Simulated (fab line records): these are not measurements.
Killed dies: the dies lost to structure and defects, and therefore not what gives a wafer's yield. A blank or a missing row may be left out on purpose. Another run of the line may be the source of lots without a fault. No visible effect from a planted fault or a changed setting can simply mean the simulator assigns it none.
The tool behind it: which one? + flow berkeleyCmos170 + 14 lots with 42 wafers sampled at 4 steps, on a route of 331 steps

WHAT EACH GAUGE READ, for each wafer
UCB170_NWELL_OVL_MEAS_12.
| lot  | measured    | on         | NWELL_OVL (nm) |
|------|-------------|------------|----------------|
| L942 | day 2 10:14 | overlay-02 | 11 -1 4        |
| L943 | day 2 20:55 | overlay-02 | 0 1 -13        |
| L944 | day 2 21:08 | overlay-02 | -5 -10 -4      |
| L945 | day 3 05:21 | overlay-01 | -2 -1 2        |
| L947 | day 3 12:13 | overlay-01 | -1 7 5         |
| L948 | day 3 15:47 | overlay-01 | -16 -13 1      |
| L950 | day 4 01:34 | overlay-02 | -15 -14 -3     |
| L951 | day 4 01:46 | overlay-02 | -2 1 -8        |
| L953 | day 4 18:18 | overlay-01 | -9 1 -7        |
| L955 | day 5 00:05 | overlay-02 | 3 2 1          |
| L956 | day 5 09:47 | overlay-02 | -9 1 -12       |
| L960 | day 6 05:48 | overlay-02 | -12 -1 3       |
| L963 | day 7 02:53 | overlay-02 | 3 -6 14        |
| L965 | day 7 11:29 | overlay-02 | -5 -4 -6       |

UCB170_PLDD_OVL_MEAS_07.
| lot  | measured     | on         | PLDD_OVL (nm) |
|------|--------------|------------|---------------|
| L942 | day 6 22:42  | overlay-01 | -7 -1 -9      |
| L943 | day 6 23:26  | overlay-01 | 2 4 -2        |
| L944 | day 6 22:58  | overlay-01 | -3 -7 2       |
| L945 | day 8 00:11  | overlay-02 | 1 -2 11       |
| L947 | day 8 00:58  | overlay-02 | -3 -14 -4     |
| L948 | day 7 23:53  | overlay-01 | -5 -7 5       |
| L950 | day 8 17:07  | overlay-02 | -3 4 -8       |
| L951 | day 8 16:53  | overlay-01 | 0 -2 -14      |
| L953 | day 9 17:34  | overlay-01 | -4 0 1        |
| L955 | day 9 17:55  | overlay-02 | -2 -2 -2      |
| L956 | day 10 06:28 | overlay-02 | 172 179 166   |
| L960 | day 11 05:15 | overlay-01 | 168 178 181   |
| L963 | day 12 04:05 | overlay-01 | 4 -4 4        |
| L965 | day 12 04:12 | overlay-02 | 0 0 -3        |

UCB170_PLDD_TW_MEAS_11.
| lot  | measured     | on           | PLDD_TW        |
|------|--------------|--------------|----------------|
| L942 | day 6 23:08  | filmMetro-03 | 1012 1009 1002 |
| L943 | day 6 23:52  | filmMetro-04 | 1009 1008 1010 |
| L944 | day 6 23:24  | filmMetro-01 | 1018 1019 1020 |
| L945 | day 8 00:38  | filmMetro-01 | 1023 1015 1023 |
| L947 | day 8 01:25  | filmMetro-04 | 1004 1008 1004 |
| L948 | day 8 00:19  | filmMetro-01 | 1025 1026 1021 |
| L950 | day 8 17:39  | filmMetro-03 | 1012 1013 1009 |
| L951 | day 8 17:20  | filmMetro-01 | 1025 1021 1026 |
| L953 | day 9 18:01  | filmMetro-01 | 1020 1020 1021 |
| L955 | day 9 18:23  | filmMetro-04 | 1010 1014 1007 |
| L956 | day 10 06:55 | filmMetro-01 | 1021 1019 1023 |
| L960 | day 11 05:41 | filmMetro-01 | 1011 1014 1010 |
| L963 | day 12 04:32 | filmMetro-01 | 1021 1019 1018 |
| L965 | day 12 04:38 | filmMetro-04 | 1010 1005 1009 |

WHICH TOOL RAN EACH LOT (tool, then ch and the chambers of the sampled wafers, then the start)
| lot  | UCB170_PLDD_EXPOSE_03            |
|------|----------------------------------|
| L942 | krfScanner-02 ch 0, day 6 22:12  |
| L943 | krfScanner-02 ch 0, day 6 22:48  |
| L944 | krfScanner-02 ch 0, day 6 22:17  |
| L945 | krfScanner-01 ch 0, day 7 23:06  |
| L947 | krfScanner-01 ch 0, day 7 23:52  |
| L948 | krfScanner-01 ch 0, day 7 22:26  |
| L950 | krfScanner-02 ch 0, day 8 16:38  |
| L951 | krfScanner-01 ch 0, day 8 16:22  |
| L953 | krfScanner-02 ch 0, day 9 16:50  |
| L955 | krfScanner-02 ch 0, day 9 17:10  |
| L956 | krfScanner-01 ch 0, day 10 05:53 |
| L960 | krfScanner-01 ch 0, day 11 04:09 |
| L963 | krfScanner-02 ch 0, day 12 03:05 |
| L965 | krfScanner-02 ch 0, day 12 03:11 |
- UCB170_PLDD_EXPOSE_03: exposes mask PSELECT, target cd 1200 nm.

WHAT THE TOOLS THEMSELVES READ (means of the sampled wafers that have a number; where no wafer has one, the mark that the record gives instead)
UCB170_PLDD_EXPOSE_03.
| lot  | tool          | stageVelMmS (mm/s) |
|------|---------------|--------------------|
| L942 | krfScanner-02 | 499.93             |
| L943 | krfScanner-02 | 499.92             |
| L944 | krfScanner-02 | 500.11             |
| L945 | krfScanner-01 | 500.11             |
| L947 | krfScanner-01 | 500.18             |
| L948 | krfScanner-01 | 499.64             |
| L950 | krfScanner-02 | 500.48             |
| L951 | krfScanner-01 | 500.13             |
| L953 | krfScanner-02 | 500.20             |
| L955 | krfScanner-02 | 499.95             |
| L956 | krfScanner-01 | 499.86             |
| L960 | krfScanner-01 | 499.88             |
| L963 | krfScanner-02 | 499.54             |
| L965 | krfScanner-02 | 500.27             |

THE ANSWER, worked out from the rows above alone
Rule: the lots themselves supply what counts as usual. The widest of any qualifying gaps counts: lots, ordered by their means at a reading, are off when they make up no more than a third of the lots, leave a main group of 4 or more, and stand apart from it by 3 or more times the standard deviation of that group's means. If all means in a main group match to the digits the tables above print for the reading, that group is not used. A lot without any number at a reading at which 4 lots or more have one is off too. The other lots that the step has rows for count as sound. First the gauges in route order, then the tools' own readings, where a lot's mean is used as printed above. The first step at which some lot is off is used, and at that step the reading that is off furthest; a lot without a number counts as furthest.
Off: L956, L960, at UCB170_PLDD_OVL_MEAS_07 (PLDD_OVL). For the main group the mean is -2 nm and the standard deviation 2.9.
If a tool, at a process step before that reading, ran all the lots that are off and no sound lot after the first of them, it fits. The gauges at UCB170_PLDD_OVL_MEAS_07 are tried like those tools. One fits: UCB170_PLDD_EXPOSE_03 on krfScanner-01. Its last sound lot is L951 (day 8 16:22), its first lot that is off L956 (day 10 05:53): a fault that began between those two fits.

WHAT THE SIMULATOR HAD PUT IN
Scanner matching overlay: krfScanner-01, from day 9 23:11 on, at UCB170_PLDD_EXPOSE_03. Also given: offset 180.
Struck lots among those shown: L956, L960. This agrees with what the rule above found.
